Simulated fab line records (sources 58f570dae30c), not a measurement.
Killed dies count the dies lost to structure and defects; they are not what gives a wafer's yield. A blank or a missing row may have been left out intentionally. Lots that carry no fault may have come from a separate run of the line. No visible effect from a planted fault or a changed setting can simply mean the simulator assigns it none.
Which tool is to blame? | flow berkeley_cmos170 | Sampling: 14 lots, 42 wafers, 6 of 331 route steps

WHAT THE GAUGES SHOWED, per wafer
UCB170_CONTACT_OVL_MEAS_16.
lot  | measured     | on         | CONTACT_OVL (nm)
L742 | day 7 02:23  | overlay-01 | -6 1 -2
L744 | day 7 16:49  | overlay-02 | -6 1 0
L743 | day 7 17:14  | overlay-02 | -7 -4 -6
L745 | day 8 09:37  | overlay-02 | 3 -6 2
L746 | day 8 10:53  | overlay-01 | 1 2 -1
L748 | day 8 16:32  | overlay-01 | -1 5 3
L749 | day 8 18:29  | overlay-02 | -1 -7 1
L751 | day 9 02:10  | overlay-02 | -9 -7 -15
L754 | day 9 15:38  | overlay-01 | 3 8 -4
L759 | day 10 07:14 | overlay-02 | -6 -6 -4
L758 | day 10 11:14 | overlay-01 | -6 -9 -6
L760 | day 11 00:31 | overlay-01 | -9 -6 0
L763 | day 11 11:53 | overlay-01 | -3 -3 0
L764 | day 11 15:50 | overlay-01 | 5 4 3

UCB170_M1_RS_MEAS_01: measurement is done with a four-point probe.
lot  | measured     | on            | M1_AL_RS (ohm/sq)
L742 | day 7 03:14  | film_metro-03 | 0.0485 0.0491 0.0479
L744 | day 7 17:29  | film_metro-01 | 0.0478 0.0475 0.0477
L743 | day 7 18:05  | film_metro-01 | 0.0477 0.0476 0.0474
L745 | day 8 10:17  | film_metro-01 | 0.0482 0.0482 0.0485
L746 | day 8 11:44  | film_metro-01 | 0.0489 0.0490 0.0482
L748 | day 8 17:13  | film_metro-01 | 0.0482 0.0486 0.0486
L749 | day 8 19:19  | film_metro-02 | 0.0477 0.0472 0.0466
L751 | day 9 03:56  | film_metro-03 | 0.0471 0.0477 0.0471
L754 | day 9 16:31  | film_metro-01 | 0.0481 0.0481 0.0480
L759 | day 10 09:17 | film_metro-03 | 0.0374 0.0483 0.0482
L758 | day 10 11:59 | film_metro-01 | 0.0481 0.0480 0.0481
L760 | day 11 01:16 | film_metro-01 | 0.0369 0.0479 0.0477
L763 | day 11 12:41 | film_metro-01 | 0.0480 0.0485 0.0479
L764 | day 11 16:29 | film_metro-01 | 0.0478 0.0480 0.0476

UCB170_M1_THK_MEAS_02: measures by xrf.
lot  | measured     | on            | M1_AL_THK (nm)
L742 | day 7 03:20  | film_metro-03 | 600 592 603
L744 | day 7 17:36  | film_metro-01 | 617 621 617
L743 | day 7 18:12  | film_metro-01 | 617 618 623
L745 | day 8 10:24  | film_metro-01 | 614 615 610
L746 | day 8 11:49  | film_metro-01 | 605 603 616
L748 | day 8 17:19  | film_metro-01 | 617 610 609
L749 | day 8 19:26  | film_metro-02 | 621 629 643
L751 | day 9 04:04  | film_metro-03 | 618 615 621
L754 | day 9 16:37  | film_metro-01 | 614 614 610
L759 | day 10 09:24 | film_metro-03 | 777 606 606
L758 | day 10 12:05 | film_metro-01 | 615 612 611
L760 | day 11 01:22 | film_metro-01 | 796 618 619
L763 | day 11 12:48 | film_metro-01 | 610 606 618
L764 | day 11 16:37 | film_metro-01 | 614 614 618

WHAT TOOL EACH LOT RAN ON (gives the tool, then ch and the chambers of the sampled wafers, and finally the start)
lot  | UCB170_PSD_PEB_04                 | UCB170_CONTACT_RTA_08            | UCB170_M1_SPUTTER_00
L742 | litho_track-01 ch 0, day 6 18:13  | rtp_anneal-02 ch 0, day 7 01:17  | pvd_sputter-04, day 7 03:08
L744 | litho_track-04 ch 0, day 7 02:44  | rtp_anneal-02 ch 0, day 7 14:52  | pvd_sputter-01, day 7 17:25
L743 | litho_track-04 ch 0, day 7 03:02  | rtp_anneal-01 ch 0, day 7 14:53  | pvd_sputter-04, day 7 18:01
L745 | litho_track-03 ch 0, day 7 19:13  | rtp_anneal-01 ch 0, day 8 08:16  | pvd_sputter-04, day 8 10:13
L746 | litho_track-01 ch 0, day 7 19:22  | rtp_anneal-01 ch 0, day 8 09:26  | pvd_sputter-02, day 8 11:37
L748 | litho_track-03 ch 0, day 8 07:17  | rtp_anneal-02 ch 0, day 8 15:23  | pvd_sputter-04, day 8 17:08
L749 | litho_track-01 ch 0, day 8 07:45  | rtp_anneal-01 ch 0, day 8 16:41  | pvd_sputter-02, day 8 19:16
L751 | litho_track-04 ch 0, day 8 15:23  | rtp_anneal-01 ch 0, day 9 01:07  | pvd_sputter-01, day 9 03:53
L754 | litho_track-01 ch 0, day 9 06:22  | rtp_anneal-02 ch 0, day 9 14:04  | pvd_sputter-04, day 9 16:24
L759 | litho_track-03 ch 0, day 9 22:26  | rtp_anneal-02 ch 0, day 10 06:13 | pvd_sputter-04, day 10 09:13
L758 | litho_track-04 ch 0, day 9 23:12  | rtp_anneal-01 ch 0, day 10 09:26 | pvd_sputter-02, day 10 11:53
L760 | litho_track-04 ch 0, day 10 10:31 | rtp_anneal-02 ch 0, day 10 22:43 | pvd_sputter-04, day 11 01:10
L763 | litho_track-01 ch 0, day 10 22:23 | rtp_anneal-02 ch 0, day 11 09:41 | pvd_sputter-01, day 11 12:37
L764 | litho_track-01 ch 0, day 11 03:53 | rtp_anneal-02 ch 0, day 11 14:44 | pvd_sputter-02, day 11 16:26
- UCB170_PSD_PEB_04
- UCB170_CONTACT_RTA_08: time 10 s.
- UCB170_M1_SPUTTER_00: material Al, target thk 600 nm, time 80 s.

WHAT THE TOOLS THEMSELVES READ (means of the sampled wafers that have a number; where no wafer has one, the mark that the record gives instead)
UCB170_PSD_PEB_04.
lot  | tool           | plate_sensor_t_centre_C (C) | plate_sensor_t_edge_C (C)
L742 | litho_track-01 | 131.42                      | 131.54
L744 | litho_track-04 | 131.41                      | 131.53
L743 | litho_track-04 | 131.40                      | 131.52
L745 | litho_track-03 | 131.41                      | 131.53
L746 | litho_track-01 | 131.40                      | 131.53
L748 | litho_track-03 | 131.40                      | 131.53
L749 | litho_track-01 | 131.40                      | 131.54
L751 | litho_track-04 | 131.41                      | 131.52
L754 | litho_track-01 | 131.41                      | 131.53
L759 | litho_track-03 | 131.41                      | 131.53
L758 | litho_track-04 | 131.40                      | 131.54
L760 | litho_track-04 | 131.41                      | 131.52
L763 | litho_track-01 | 131.41                      | 131.53
L764 | litho_track-01 | 131.41                      | 131.53

UCB170_CONTACT_RTA_08.
lot  | tool          | lamp_power_pct (%) | wafer_temp_C_max
L742 | rtp_anneal-02 | 22.2               | 905.4
L744 | rtp_anneal-02 | 22.2               | 905.2
L743 | rtp_anneal-01 | 25.2               | 903.3
L745 | rtp_anneal-01 | 25.2               | 903.7
L746 | rtp_anneal-01 | 25.2               | 903.1
L748 | rtp_anneal-02 | 22.2               | 904.9
L749 | rtp_anneal-01 | 25.2               | 903.4
L751 | rtp_anneal-01 | 25.2               | 903.5
L754 | rtp_anneal-02 | 22.2               | 903.9
L759 | rtp_anneal-02 | 22.2               | 905.4
L758 | rtp_anneal-01 | 25.2               | 903.9
L760 | rtp_anneal-02 | 22.2               | 905.1
L763 | rtp_anneal-02 | 22.2               | 905.7
L764 | rtp_anneal-02 | 22.2               | 905.5

UCB170_M1_SPUTTER_00.
lot  | tool           | cathode_dc_power_W (W) | throttle_valve_pct (%)
L742 | pvd_sputter-04 | 5999.6                 | 29.1
L744 | pvd_sputter-01 | 5999.7                 | 30.3
L743 | pvd_sputter-04 | 5999.8                 | 30.9
L745 | pvd_sputter-04 | 5999.6                 | 30.3
L746 | pvd_sputter-02 | 5999.3                 | 30.4
L748 | pvd_sputter-04 | 6000.1                 | 30.1
L749 | pvd_sputter-02 | 5999.9                 | 30.6
L751 | pvd_sputter-01 | 6001.0                 | 30.0
L754 | pvd_sputter-04 | 5999.5                 | 29.8
L759 | pvd_sputter-04 | 6574.4                 | 29.3
L758 | pvd_sputter-02 | 6000.4                 | 30.8
L760 | pvd_sputter-04 | 6574.7                 | 29.7
L763 | pvd_sputter-01 | 5999.7                 | 30.3
L764 | pvd_sputter-02 | 6000.0                 | 30.4

THE ANSWER, worked out from the rows above alone
Rule: the lots themselves supply what counts as usual. Put in order of their means at a reading, lots are off if they are a third of the lots or fewer, leave a main group of 4 or more, and stand apart from it by a gap of 3 or more times the standard deviation of the main group's means; of several such gaps the widest counts. Not used: any main group whose means are identical at the precision the tables above print for the reading. Also off: a lot with no number at a reading for which 4 or more lots have one. Any other lot the step has rows for is counted as sound. Order of review: gauges by route order, followed by the tools' own readings, for which a lot's mean as printed above is used. At the first step where some lot is off, the reading lying furthest off is the one used; lots without a number count as furthest.
Off: L759, L760, seen at UCB170_M1_RS_MEAS_01 (M1_AL_RS). Main group: mean 0.0480 ohm/sq, sd 0.00046.
A tool fits if, at a process step before that reading, it ran every lot that is off, and no sound lot after the first of them. Not tried: the gauges at UCB170_M1_RS_MEAS_01; whatever is off there is also off at UCB170_M1_SPUTTER_00, on other tools, and gauge error can't account for it. One fits: pvd_sputter-04 at UCB170_M1_SPUTTER_00. A fault onset in the window from L754 (day 9 16:24, its last sound lot) to L759 (day 10 09:13, its first lot off) fits.
On the lots that are off, the tool's own readings at UCB170_M1_SPUTTER_00 differ by more than 5 times the standard deviation of the sound lots' means, which bears it out; cathode_dc_power_W reads 6574.5 W there versus 5999.9 W on the sound lots.

WHAT HAD BEEN PUT IN BY THE SIMULATOR
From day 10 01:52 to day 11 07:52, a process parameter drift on pvd_sputter-04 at UCB170_M1_SPUTTER_00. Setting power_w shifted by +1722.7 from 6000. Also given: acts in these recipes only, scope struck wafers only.
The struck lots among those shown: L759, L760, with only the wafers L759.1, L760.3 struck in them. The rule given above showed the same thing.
